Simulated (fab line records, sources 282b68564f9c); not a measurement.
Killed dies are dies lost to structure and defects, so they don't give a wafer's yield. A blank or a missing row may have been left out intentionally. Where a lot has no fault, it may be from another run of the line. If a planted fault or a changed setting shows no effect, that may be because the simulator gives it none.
fab line records | flow rit-cmos
record lots=6 wafers=18 last-day=7
route steps=202 shown PWELL@44 WELLDRIVE@50 NWELL@51 NRETRO@53
lots with no fault: from the same line, run without faults
start-h: the number of hours between the record's first day and the start of the first shown wafer of the lot | wait-h: hours from the lot's prior step to this one | " repeats the value in the row above | L1.1+2: a single row standing in for several wafers | - no value, or no start was given | * or withheld: withheld | < > ~ a bound
route shown NAME@n: NAME is a module with steps in the file, n the number in the route of the first one | usual: mean and standard deviation over wafers with no fault | same: alike in all rows | chamber/n: place in a boat | sites: per-site readings | _std_site: standard deviation of those values | _edge_site: the outer-site mean with the inner-site mean subtracted | radius-mm: how far each site lies from the wafer's centre | mask NAME#n: copy n | behind: tool/chamber where the wafer was last shaped | hold: why the lot was held/for how many hours/how that ended | device: the n, p or np transistor that did not switch | end of line: the same wafers' tests at the end of the route | for a step that has no rows: nothing shown but its recipe | killed: dies that structure and defects cost at the first sort, which is not the same as the wafer's yield | map: a wafer's dies, marking killed ones x, the rest . and places with no die _
set.NAME: the run value of the setting; set.NAME@STEP: its run value at that earlier step | model.NAME: the simulator's own value behind a step, which no gauge read
certain route steps with their lots: each step a table, each wafer a row
services: from which hour (start-h, from the record's first day; less than 0 if before it) a tool's chamber was out of use, for how many hours, and why
## steps
# step RIT_PWELL_DEVELOP_05
# recipe resist=NOVOLAK develop-time-s=68 dev-temp-c=23
# step RIT_PWELL_OVL_MEAS_06
# usual PWELL_OVL=0.1/1.2
# columns lot.wafer tool chamber start-h wait-h PWELL_OVL[nm]
L771.1 overlay-02 - 53.96 - 0.5
L771.2 " - " " 0.6
L771.5 " - " " -1.2
L774.1 overlay-02 - 71.03 - -0.6
L774.4 " - " " -0.9
L774.6 " - " " -2.1
L780.1 overlay-02 - 102.65 - -0.9
L780.3 " - " " 0.3
L780.6 " - " " 0.7
L781.1 overlay-01 - 105.31 - -1.3
L781.3 " - " " 0.0
L781.4 " - " " -1.0
L782.1 overlay-02 - 116.31 - 1.2
L782.4 " - " " 1.9
L782.6 " - " " 2.1
L783.1 overlay-01 - 117.52 - 1.4
L783.3 " - " " -0.3
L783.5 " - " " -0.4
# step RIT_PWELL_HARDBAKE_07
# recipe resist=NOVOLAK temp-c=140 time-s=120
# step RIT_PWELL_IMPLANT_08
# recipe species=B energy-kev=170 dose-cm2=7e+13 tilt-deg=7
# step RIT_PWELL_STRIP_09
# recipe chemistry=O2 time-s=180 resist=NOVOLAK platen-temp-c=withheld power-w=500 pressure-mtorr=4000 o2-flow-sccm=4000
# usual drypump-motor-current-A=5.9/0.55
# same time-s=180
# columns lot.wafer tool chamber start-h wait-h drypump-motor-current-A rf-hours-counter-h
L771.1 plasma-asher-02 1 54.40 0.1 5.5 42
L771.2 " 0 " " 6.6 42
L771.5 " 1 " " 5.5 -
L774.1 plasma-asher-02 1 71.47 0.1 5.5 44
L774.4 " 0 " " 6.6 -
L774.6 " 0 " " 6.6 -
L780.1 plasma-asher-03 1 103.09 0.1 5.0 31
L780.3 " 1 " " 5.0 -
L780.6 " 0 " " 6.3 -
L781.1 plasma-asher-04 0 105.75 0.1 5.4 45
L781.3 " 1 " " 6.1 -
L781.4 " 0 " " 5.4 -
L782.1 plasma-asher-04 1 116.74 0.1 6.1 47
L782.4 " 1 " " 6.1 -
L782.6 " 0 " " 5.4 -
L783.1 plasma-asher-02 1 117.96 0.1 5.4 48
L783.3 " 0 " " 6.6 -
L783.5 " 0 " " 6.6 -
# step RIT_PWELL_TW_MEAS_10
# usual PWELL_TW=943/16
# columns lot.wafer tool chamber start-h wait-h PWELL_TW
L771.1 film-metro-04 - 54.57 0.1 923
L771.2 " - " " 918
L771.5 " - " " 924
L774.1 film-metro-03 - 71.64 0.1 954
L774.4 " - " " 951
L774.6 " - " " 955
L780.1 film-metro-02 - 103.27 0.1 966
L780.3 " - " " 962
L780.6 " - " " 966
L781.1 film-metro-02 - 105.92 0.1 957
L781.3 " - " " 958
L781.4 " - " " 964
L782.1 film-metro-03 - 116.92 0.1 962
L782.4 " - " " 957
L782.6 " - " " 961
L783.1 film-metro-04 - 118.13 0.1 936
L783.3 " - " " 932
L783.5 " - " " 937
# step RIT_WELLDRIVE_ANNEAL_00
# recipe temp-c=1100 time-s=14700 ambient=N2
# step RIT_WELLDRIVE_RS_MEAS_01
# recipe thk-meas-gauge=four-point-probe
# usual NWELL_RS=275.2/0.69
# columns lot.wafer tool chamber start-h wait-h NWELL_RS[ohm/sq]
L771.1 film-metro-03 - 60.36 0.0 275.0
L771.2 " - " " 275.0
L771.5 " - " " 275.1
L774.1 film-metro-02 - 78.55 0.0 275.5
L774.4 " - " " 275.7
L774.6 " - " " 275.7
L780.1 film-metro-04 - 110.16 0.0 274.8
L780.3 " - " " 275.1
L780.6 " - " " 275.3
L781.1 film-metro-03 - 113.42 0.0 274.2
L781.3 " - " " 273.2
L781.4 " - " " 274.1
L782.1 film-metro-04 - 122.62 0.0 275.5
L782.4 " - " " 275.5
L782.6 " - " " 275.0
L783.1 film-metro-03 - 123.89 0.0 275.8
L783.3 " - " " 276.4
L783.5 " - " " 275.2
# step RIT_WELLDRIVE_RS_MEAS_02
# recipe thk-meas-gauge=four-point-probe
# usual PWELL_RS=428.9/1.2
# columns lot.wafer tool chamber start-h wait-h PWELL_RS[ohm/sq]
L771.1 film-metro-03 - 60.48 0.1 428.7
L771.2 " - " " 430.9
L771.5 " - " " 428.6
L774.1 film-metro-02 - 78.67 0.1 429.5
L774.4 " - " " 429.6
L774.6 " - " " 429.2
L780.1 film-metro-04 - 110.28 0.1 428.8
L780.3 " - " " 428.6
L780.6 " - " " 429.0
L781.1 film-metro-03 - 113.54 0.1 429.8
L781.3 " - " " 430.3
L781.4 " - " " 430.0
L782.1 film-metro-04 - 122.74 0.1 427.6
L782.4 " - " " 428.6
L782.6 " - " " 426.8
L783.1 film-metro-03 - 124.01 0.1 427.3
L783.3 " - " " 428.4
L783.5 " - " " 428.3
# step RIT_NRETRO_HMDS_00
# recipe prime-time-s=60 prime-temp-c=140
# step RIT_NRETRO_COAT_01
# recipe resist=NOVOLAK spin-rpm=2000 resist-thk-nm=1300
# step RIT_NRETRO_SOFTBAKE_02
# recipe resist=NOVOLAK temp-c=90 time-s=60
# step RIT_NRETRO_EXPOSE_03
# recipe mask-id=M4 na=0.57 target-cd-nm=43900 dose-mj=250
# usual exposure-dose-mJ-cm2=249.98/0.21 focus-offset-nm=0.0/0.5
# columns lot.wafer tool chamber start-h wait-h mask exposure-dose-mJ-cm2 focus-offset-nm
L771.1 iline-stepper-01 0 61.05 0.1 M4#0 249.55 0.1
L771.2 " 0 " " M4#0 250.08 0.4
L771.5 " 0 " " M4#0 250.09 0.8
L774.1 iline-stepper-02 0 79.37 0.2 M4#0 249.79 -0.9
L774.4 " 0 " " M4#0 250.14 -0.3
L774.6 " 0 " " M4#0 249.70 0.2
L780.1 iline-stepper-01 - 110.98 0.2 M4#0 - -
L780.3 " - " " M4#0 - -
L780.6 " - " " M4#0 - -
L781.1 iline-stepper-02 - 114.24 0.3 M4#0 - -
L781.3 " - " " M4#0 - -
L781.4 " - " " M4#0 - -
L782.1 iline-stepper-01 0 123.43 0.2 M4#0 249.88 0.3
L782.4 " 0 " " M4#0 250.08 0.4
L782.6 " 0 " " M4#0 250.01 0.9
L783.1 iline-stepper-02 0 124.70 0.2 M4#0 250.23 -0.2
L783.3 " 0 " " M4#0 250.37 0.4
L783.5 " 0 " " M4#0 250.25 0.7
# step RIT_NRETRO_PEB_04
# recipe resist=NOVOLAK temp-c=withheld time-s=withheld
## services
# columns tool chamber start-h hours kind
plasma-asher-04 - 35.24 10.0 pm
plasma-asher-02 - 44.58 1.2 repair
plasma-asher-04 - 47.58 3.2 repair
iline-stepper-02 0 59.27 - calibration
iline-stepper-01 0 60.40 - calibration
plasma-asher-02 - 92.16 14.6 pm
iline-stepper-01 - 111.55 2.7 repair
plasma-asher-03 - 112.93 2.7 repair
plasma-asher-04 - 116.94 2.9 repair
## key
first-sign step=RIT_NRETRO_EXPOSE_03 reading=tool-record direction=missing
effect none on later readings
met-at RIT_NRETRO_EXPOSE_03
struck-wafers L780.1,L780.3,L780.6,L781.1,L781.3,L781.4
sort-left-out L780.1,L780.3,L780.6,L781.1,L781.3,L781.4
tester-left-out L780,L781
onset-between 79.37 110.98
fault kind=skipped-step-whole tool=iline-stepper-01,iline-stepper-02 chamber=- onset-h=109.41 steps=RIT_NRETRO_EXPOSE_03 scope=struck-lots-only
# tester-left-out: of these lots the tester's yield and bins aren't shown, on N5 and GAA mostly nor the transistor test; their killed dies are dies lost to structure and defects alone, not to doping, threshold or leakage, so they don't give the yield
# sort-left-out: the simulated sort isn't trusted on such a fault, so these wafers' sort isn't shown, and their yield isn't known
